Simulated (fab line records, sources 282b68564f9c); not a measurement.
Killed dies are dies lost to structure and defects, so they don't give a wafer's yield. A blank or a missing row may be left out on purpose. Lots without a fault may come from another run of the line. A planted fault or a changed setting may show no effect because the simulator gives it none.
A struck lot beside a sound one | flow rit_cmos | 34 steps out of a route of 202
Sound: wafers L827.1, L827.2, L827.5. Struck: wafers L838.1, L838.2, L838.6. The cause comes at the end.
At each step with rows: each side's tool, then ch and its chambers, then its first start. Under that, the readings that differ: sound wafers | struck wafers | difference of the means | sigmas: that difference in standard deviations of wafers without a fault.
alike: readings whose means differ by less than 2 such deviations, and words and numbers that are the same on both sides. not compared: withheld readings, readings that some wafer has no value for, bounds like >300 that may hide the same value, and numbers for which the record gives no deviation and whose values overlap.
The two part at a step that has a row with sigmas, a row that says differs or no value, or rows on one side only. Numbers that don't overlap but have no deviation are shown without sigmas and don't part them. A reading that every wafer of one side lacks parts them only if that side has two wafers or more.

first, 2 steps without rows for these wafers: RIT_SPACER_CLEAN_02 (cleans in SC2, time 600 s); RIT_SPACER_CVD_03 (deposits Si3N4 from SiH2Cl2/NH3, target thk 250 nm, time 3300 s).
RIT_SPACER_THK_MEAS_04:
  sound on film_metro-04, day 3 02:52; struck on film_metro-03, day 5 12:23
  alike: SPACER_NITRIDE_THK
RIT_SPACER_ETCHBACK_05: etches Si3N4 in SF6/CHF3, stops on SiO2, target depth 250 nm, time 243.6 s.
  sound on rie_diel-04 ch 1,2,3, day 3 02:55; struck on rie_diel-04 ch 0,2,3, day 5 12:26
  alike: drypump_motor_current_A, oes_product_au, throttle_valve_pct
  not compared: rf_hours_counter_h
then, 6 steps without rows for these wafers: RIT_NSD_HMDS_00 (prime time 60 s); RIT_NSD_COAT_01 (resist thk 1000 nm); RIT_NSD_SOFTBAKE_02 (time 60 s); RIT_NSD_EXPOSE_03 (exposes mask M9, target cd 40700 nm); RIT_NSD_PEB_04; RIT_NSD_DEVELOP_05 (develop time 50 s).
RIT_NSD_OVL_MEAS_06:
  sound on overlay-02, day 3 04:03; struck on overlay-02, day 5 13:34
  alike: NSD_OVL
then, 1 step without rows for these wafers: RIT_NSD_HARDBAKE_07 (time 60 s).
RIT_NSD_IMPLANT_08:
  sound on implanter-04 ch 0, day 3 04:14; struck on implanter-02 ch 0, day 5 14:04
  reading         | sound                | struck               | difference | sigmas
  beam_energy_keV | 25.002 25.005 24.997 | 24.988 24.990 24.981 | -0.015     | -2
  alike: dose_ions_cm2, faraday_current_uA
RIT_NSD_STRIP_09: strips in O2, time 180 s.
  sound on plasma_asher-02 ch 0,1, day 3 04:23; struck on plasma_asher-04 ch 0,1, day 5 14:30
  alike: drypump_motor_current_A
  not compared: rf_hours_counter_h
RIT_NSD_TW_MEAS_10:
  sound on film_metro-01, day 3 04:34; struck on film_metro-01, day 5 14:41
  reading | sound          | struck         | difference | sigmas
  NSD_TW  | 3152 3161 3156 | 3551 3575 3556 | +404       | +24
then, 6 steps without rows for these wafers: RIT_PSD_HMDS_00 (prime time 60 s); RIT_PSD_COAT_01 (resist thk 1000 nm); RIT_PSD_SOFTBAKE_02 (time 60 s); RIT_PSD_EXPOSE_03 (exposes mask M10, target cd 40900 nm); RIT_PSD_PEB_04; RIT_PSD_DEVELOP_05 (develop time 50 s).
RIT_PSD_OVL_MEAS_06:
  sound on overlay-01, day 3 05:36; struck on overlay-01, day 5 15:52
  alike: PSD_OVL
then, 2 steps without rows for these wafers: RIT_PSD_HARDBAKE_07 (time 60 s); RIT_PSD_IMPLANT_08.
RIT_PSD_STRIP_09: strips in O2, time 180 s.
  sound on plasma_asher-01 ch 0,1, day 3 05:56; struck on plasma_asher-02 ch 0,1, day 5 16:29
  alike: drypump_motor_current_A
  not compared: rf_hours_counter_h
RIT_PSD_TW_MEAS_10:
  sound on film_metro-01, day 3 06:07; struck on film_metro-04, day 5 16:40
  alike: PSD_TW
then, 3 steps without rows for these wafers: RIT_SDANNEAL_CLEAN_00 (cleans in SC1, time 600 s); RIT_SDANNEAL_CLEAN_01 (cleans in dHF, time 31.35 s); RIT_SDANNEAL_CLEAN_02 (cleans in SC2, time 600 s).
RIT_SDANNEAL_RTA_03: time 5 s.
  sound on rtp_anneal-02 ch 0, day 3 06:34; struck on rtp_anneal-01 ch 0, day 5 17:09
  reading           | sound                | struck               | difference | sigmas
  anneal_temp_c_max | 1054.5 1054.8 1056.5 | 1053.9 1052.8 1052.4 | -2.2       | -2
  alike: wafer_temp_C_max
RIT_SDANNEAL_RS_MEAS_04: measures by four-point-probe.
  sound on film_metro-02, day 3 06:38; struck on film_metro-01, day 5 17:13
  alike: PSD_RS
RIT_SDANNEAL_RS_MEAS_05: measures by four-point-probe.
  sound on film_metro-02, day 3 06:45; struck on film_metro-01, day 5 17:20
  reading         | sound             | struck            | difference | sigmas
  NSD_RS (ohm/sq) | 83.96 83.93 83.86 | 52.26 52.29 52.29 | -31.64     | -99 or more
RIT_SDANNEAL_RS_MEAS_06: measures by four-point-probe.
  sound on film_metro-02, day 3 06:52; struck on film_metro-01, day 5 17:31
  alike: PLDD_RS
RIT_M1_PROBE_99:
  sound on prober-01, day 3 13:57; struck on prober-02, day 6 02:38
  reading            | sound | struck | difference | sigmas
  killed_at_M0_to_M3 | 0 0 0 | 0 0 1  | +0         | +3
  alike: killed_at_contacts, killed_at_front_end, killed_dies, killed_open, killed_short

WHERE THEY PART
First at RIT_NSD_IMPLANT_08; last, within this record, at RIT_M1_PROBE_99.

WHY: what the simulator had put in
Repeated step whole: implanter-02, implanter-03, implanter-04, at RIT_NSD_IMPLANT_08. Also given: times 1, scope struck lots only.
